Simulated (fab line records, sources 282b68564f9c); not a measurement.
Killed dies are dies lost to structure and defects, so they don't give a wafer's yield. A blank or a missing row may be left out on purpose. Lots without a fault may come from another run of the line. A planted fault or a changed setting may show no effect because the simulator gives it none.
Tool commonality check | flow rit_cmos | 13 lots, 45 wafers sampled

WHY IT WAS OPENED
At RIT_GATE_THK_MEAS_09 the reading GATE_POLY_THK is flagged on 2 of 13 lots. Wafers without a fault read 250.4 nm, standard deviation 2.6.
Rule: a lot is flagged when every wafer of it that has a number lies more than 4 standard deviations from that mean, or none has a number. The other lots count as sound.

lot  | measured    | on            | GATE_POLY_THK (nm), wafer by wafer  | flag
L345 | day 2 13:58 | film_metro-01 | 249.8 249.0 246.6                   |
L346 | day 2 19:59 | film_metro-02 | 246.8 248.3 249.8                   |
L347 | day 2 23:31 | film_metro-01 | 249.8 249.2 251.1                   |
L348 | day 3 03:28 | film_metro-01 | 250.8 251.2 251.7                   |
L350 | day 3 16:34 | film_metro-01 | 303.8 305.9 303.3 304.2 305.4 303.2 | FLAGGED
L352 | day 4 04:32 | film_metro-02 | 251.4 253.0 251.7                   |
L353 | day 4 07:16 | film_metro-02 | 307.6 307.9 309.0 307.5 308.1 308.8 | FLAGGED
L360 | day 5 16:56 | film_metro-01 | 253.3 253.5 254.8                   |
L362 | day 6 05:39 | film_metro-01 | 253.6 253.4 254.1                   |
L365 | day 6 19:49 | film_metro-03 | 249.1 250.8 250.8                   |
L366 | day 7 00:27 | film_metro-01 | 249.6 247.4 248.6                   |
L367 | day 7 03:31 | film_metro-01 | 249.4 249.6 248.0                   |
L368 | day 7 11:14 | film_metro-02 | 253.2 254.9 254.1                   |
The numbers of the flagged lots are 306.2 nm on average: +55.8 nm against the usual, or +21 standard deviations.

WHICH TOOL RAN EACH LOT
The record holds 1 process step before the reading, out of a route of 202 steps. In each cell: the tool, then ch and the chambers that the sampled wafers went through, then the start.
lot  | flag    | RIT_GATE_CVD_08
L345 |         | lpcvd-01 ch 1, day 2 12:20
L346 |         | lpcvd-01 ch 1, day 2 18:22
L347 |         | lpcvd-01 ch 0, day 2 21:54
L348 |         | lpcvd-01 ch 1, day 3 01:51
L350 | FLAGGED | lpcvd-01 ch 0, day 3 14:56
L352 |         | lpcvd-02 ch 1, day 4 02:55
L353 | FLAGGED | lpcvd-01 ch 0, day 4 05:38
L360 |         | lpcvd-02 ch 1, day 5 15:19
L362 |         | lpcvd-02 ch 1, day 6 04:02
L365 |         | lpcvd-02 ch 1, day 6 18:11
L366 |         | lpcvd-01 ch 0, day 6 22:02
L367 |         | lpcvd-01 ch 1, day 7 01:54
L368 |         | lpcvd-02 ch 0, day 7 09:37
What these steps do:
- RIT_GATE_CVD_08: deposits poly-Si from SiH4, target thk 250 nm, time 2220 s.
- RIT_GATE_THK_MEAS_09

FLAGGED OVER TOTAL, TOOL BY TOOL (the gauges that took the reading come last)
step                 | tool          | lots run | flagged | share of the flagged lots | sound lots run after its first flagged lot
RIT_GATE_CVD_08      | lpcvd-01      | 8        | 2       | all                       | 2 (L366,L367)
RIT_GATE_CVD_08      | lpcvd-02      | 5        | 0       | none                      | -
RIT_GATE_THK_MEAS_09 | film_metro-01 | 8        | 1       | some                      | 4 (L360,L362,L366,L367)
RIT_GATE_THK_MEAS_09 | film_metro-02 | 4        | 1       | some                      | 1 (L368)
RIT_GATE_THK_MEAS_09 | film_metro-03 | 1        | 0       | none                      | -

WHAT THE TABLE ALLOWS
1 row of the table ran every flagged lot: lpcvd-01 at RIT_GATE_CVD_08.
- lpcvd-01 at RIT_GATE_CVD_08: 2 of its 8 lots flagged. Sound lots ran on it after the first flagged one (L366, L367), which a lasting fault on the whole tool wouldn't allow. Its own readings lie more than 4 standard deviations out on every wafer of the flagged lots: pressure_mtorr.
No row of the table ran every flagged lot and no sound lot after the first.

WHAT THE SIMULATOR HAD PUT IN
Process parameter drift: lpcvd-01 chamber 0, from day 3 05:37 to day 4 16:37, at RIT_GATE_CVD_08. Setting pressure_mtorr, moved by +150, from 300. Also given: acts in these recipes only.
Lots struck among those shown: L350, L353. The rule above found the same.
